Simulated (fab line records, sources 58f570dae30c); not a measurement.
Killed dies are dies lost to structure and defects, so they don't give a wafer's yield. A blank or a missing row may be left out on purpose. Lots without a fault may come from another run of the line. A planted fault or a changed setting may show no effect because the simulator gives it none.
Chamber matching | flow berkeley_cmos170 | UCB170_FIELD_WET_ETCH_05 on wet_bench-02: 3 sister chambers
The step etches Si3N4 in H3PO4, time 12600 s. 3 wafers are shown with their chamber, then 7 later ones without.

WAFERS WITH THEIR CHAMBER
wafer  | chamber | run_length_s (s)
L179.6 | 1       | 12633
L181.5 | 0       | 12635
L182.4 | 2       | 12632

WAFERS WITHOUT THEIR CHAMBER
wafer  | run_length_s (s)
L182.5 | 12632
L183.2 | 12633
L183.3 | 12633
L183.5 | 12633
L196.4 | 12636
L196.5 | 12636
L196.6 | 12636

WHICH CHAMBER EACH WENT THROUGH
wafer  | from the rows above     | in truth
L182.5 | can't be placed: 2 or 1 | 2
L183.2 | can't be placed: 1 or 2 | 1
L183.3 | can't be placed: 1 or 2 | 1
L183.5 | can't be placed: 1 or 2 | 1
L196.4 | 0                       | 0
L196.5 | 0                       | 0
L196.6 | 0                       | 0
Placed correctly: 3 of 7. Can't be placed from these rows: 4 (the true chamber is among the candidates in 4). Placed wrongly: 0.
How it was worked out, from the rows above alone: a wafer's distance from a chamber is the root of the sum, over the readings, of the square of ((its reading less the chamber's mean) divided by the reading's scatter). The wafer belongs to the nearest chamber; if the next one is less than 2 further off, it can't be placed. A chamber's mean is the mean of its shown wafers. The scatter: with one shown wafer a chamber, the root of the mean of the squares of how far each hidden wafer lies from its nearest shown one.
